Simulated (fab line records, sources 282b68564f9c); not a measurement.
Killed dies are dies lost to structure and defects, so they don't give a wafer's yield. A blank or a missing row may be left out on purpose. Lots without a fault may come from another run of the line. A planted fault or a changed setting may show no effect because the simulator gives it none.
Which tool did it? | flow rit_cmos | 14 lots, 42 wafers sampled, at 1 step of a route of 202

WHAT THE GAUGES READ, wafer by wafer
The record holds no reading of a measuring or inspecting step that can be judged against a usual standard deviation.

WHICH TOOL RAN EACH LOT (tool, then ch and the chambers of the sampled wafers, then the start)
lot  | RIT_PLDD_SOFTBAKE_02
L132 | litho_track-04 ch 0, day 3 05:48
L133 | litho_track-02 ch 0, day 3 18:49
L134 | litho_track-04 ch 0, day 4 07:28
L135 | litho_track-01 ch 0, day 4 11:03
L137 | litho_track-04 ch 0, day 4 19:43
L139 | litho_track-04 ch 0, day 5 13:48
L140 | litho_track-01 ch 0, day 5 14:05
L142 | litho_track-02 ch 0, day 5 18:43
L143 | litho_track-01 ch 0, day 5 21:29
L144 | litho_track-04 ch 0, day 6 03:42
L149 | litho_track-01 ch 0, day 6 17:26
L148 | litho_track-04 ch 0, day 6 17:56
L152 | litho_track-01 ch 0, day 7 05:49
L153 | litho_track-02 ch 0, day 7 08:00
- RIT_PLDD_SOFTBAKE_02: time 60 s.

WHAT THE TOOLS THEMSELVES READ (means of the sampled wafers that have a number; where no wafer has one, the mark that the record gives instead)
RIT_PLDD_SOFTBAKE_02. Usual: run_length_s 89.18 s, standard deviation 0.16.
lot  | tool           | run_length_s (s) | flag
L132 | litho_track-04 | 89.33            |
L133 | litho_track-02 | 89.06            |
L134 | litho_track-04 | 89.33            |
L135 | litho_track-01 | 89.22            |
L137 | litho_track-04 | 89.30            |
L139 | litho_track-04 | 89.25            |
L140 | litho_track-01 | 89.17            |
L142 | litho_track-02 | 89.02            |
L143 | litho_track-01 | 89.16            |
L144 | litho_track-04 | 101.30           | OFF
L149 | litho_track-01 | 89.08            |
L148 | litho_track-04 | 101.30           | OFF
L152 | litho_track-01 | 89.07            |
L153 | litho_track-02 | 89.09            |

THE ANSWER, worked out from the rows above alone
Rule: a lot is off if the mean of its wafers that have a number lies more than 3 standard deviations from the usual mean. A lot without any number at a reading at which 4 lots or more have one is off too. The other lots that the step has rows for count as sound. The gauges are gone through in route order, then the tools' own readings, and for those a lot's mean is taken as printed above. The first step at which some lot is off is used, and at that step the reading that is off furthest; a lot without a number counts as furthest.
Off: L144, L148, at RIT_PLDD_SOFTBAKE_02 (run_length_s).
A tool fits if, at that step or a process step before it, it ran every lot that is off, and no sound lot after the first of them. One fits: litho_track-04 at RIT_PLDD_SOFTBAKE_02. Its last sound lot is L139 (day 5 13:48), its first lot that is off L144 (day 6 03:42): a fault that began between those two fits.
The tool's own readings at RIT_PLDD_SOFTBAKE_02 bear it out: on the lots that are off they differ by more than 5 times the standard deviation of the sound lots' means. run_length_s reads 101.30 s there against 89.17 s on the sound lots.

WHAT THE SIMULATOR HAD PUT IN
Process parameter drift: litho_track-04, from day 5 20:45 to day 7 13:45, at RIT_PLDD_SOFTBAKE_02. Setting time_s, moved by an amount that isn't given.
Lots struck among those shown: L144, L148. The rule above found the same.
